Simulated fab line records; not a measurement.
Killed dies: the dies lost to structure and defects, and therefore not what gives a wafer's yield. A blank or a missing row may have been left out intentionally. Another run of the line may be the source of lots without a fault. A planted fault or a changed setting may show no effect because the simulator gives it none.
The tool behind it: which one? | flow berkeley-cmos170 | Sampling: 11 lots, 33 wafers, 2 of 331 route steps

== WHAT THE GAUGES SHOWED, per wafer ==
UCB170_NWELL_THK_MEAS_02.
lot  | measured    | on            | NWELL_OXIDE_THK (nm)
L175 | day 2 03:28 | film-metro-04 | 26.2 26.6 25.9
L176 | day 2 03:30 | film-metro-02 | 26.7 26.7 26.4
L177 | day 2 14:17 | film-metro-04 | 26.7 26.6 26.4
L178 | day 2 14:16 | film-metro-02 | 25.9 26.1 25.9
L182 | day 3 15:38 | film-metro-02 | 25.8 26.3 26.5
L184 | day 3 19:51 | film-metro-04 | 27.2 26.4 27.4
L185 | day 4 05:13 | film-metro-02 | 33.8 34.3 34.3
L186 | day 4 09:15 | film-metro-04 | 34.1 34.0 34.6
L196 | day 6 15:02 | film-metro-04 | 26.4 26.4 26.5
L197 | day 6 15:08 | film-metro-04 | 25.7 26.0 25.9
L198 | day 7 01:38 | film-metro-04 | 26.0 26.7 26.7

== WHICH TOOL RAN EACH LOT (tool, then ch and the chambers of the sampled wafers, then the start) ==
lot  | UCB170_NWELL_OXIDATION_01
L175 | furnace-02 ch 0, day 2 02:07
L176 | furnace-02 ch 0, day 2 02:07
L177 | furnace-04 ch 0, day 2 12:55
L178 | furnace-04 ch 0, day 2 12:55
L182 | furnace-01 ch 0, day 3 14:17
L184 | furnace-01 ch 0, day 3 18:29
L185 | furnace-01 ch 0, day 4 03:51
L186 | furnace-01 ch 0, day 4 07:52
L196 | furnace-02 ch 0, day 6 13:41
L197 | furnace-02 ch 0, day 6 13:41
L198 | furnace-04 ch 0, day 7 00:17
- UCB170_NWELL_OXIDATION_01: target thk 26.4 nm, ox time 1260 s.

== THE ANSWER, worked out from the rows above alone ==
Rule: the lots themselves supply what counts as usual. Put in order of their means at a reading, lots are off if they are a third of the lots or fewer, leave a main group of 4 or more, and stand apart from it by a gap of 3 or more times the standard deviation of the main group's means; of several such gaps the widest counts. A main group whose means are all the same, to the digits that the tables above print for the reading, isn't used. A lot without any number at a reading at which 4 lots or more have one is off too. Where the step has rows for the other lots, those lots are counted as sound.
Off: L185, L186, at UCB170_NWELL_THK_MEAS_02 (NWELL_OXIDE_THK). The main group: mean 26.4 nm, standard deviation 0.33.
If a tool, at a process step before that reading, ran all the lots that are off and no sound lot after the first of them, it fits. Gauges at UCB170_NWELL_THK_MEAS_02: tried the same way as those tools. One candidate fits, namely furnace-01 at UCB170_NWELL_OXIDATION_01. A fault onset in the window from L184 (day 3 18:29, its last sound lot) to L185 (day 4 03:51, its first lot off) fits.

== WHAT WAS PUT IN BY THE SIMULATOR ==
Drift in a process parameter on furnace-01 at UCB170_NWELL_OXIDATION_01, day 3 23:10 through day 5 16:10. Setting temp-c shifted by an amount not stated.
Struck lots among those shown: L185, L186. The rule above reached the same finding.
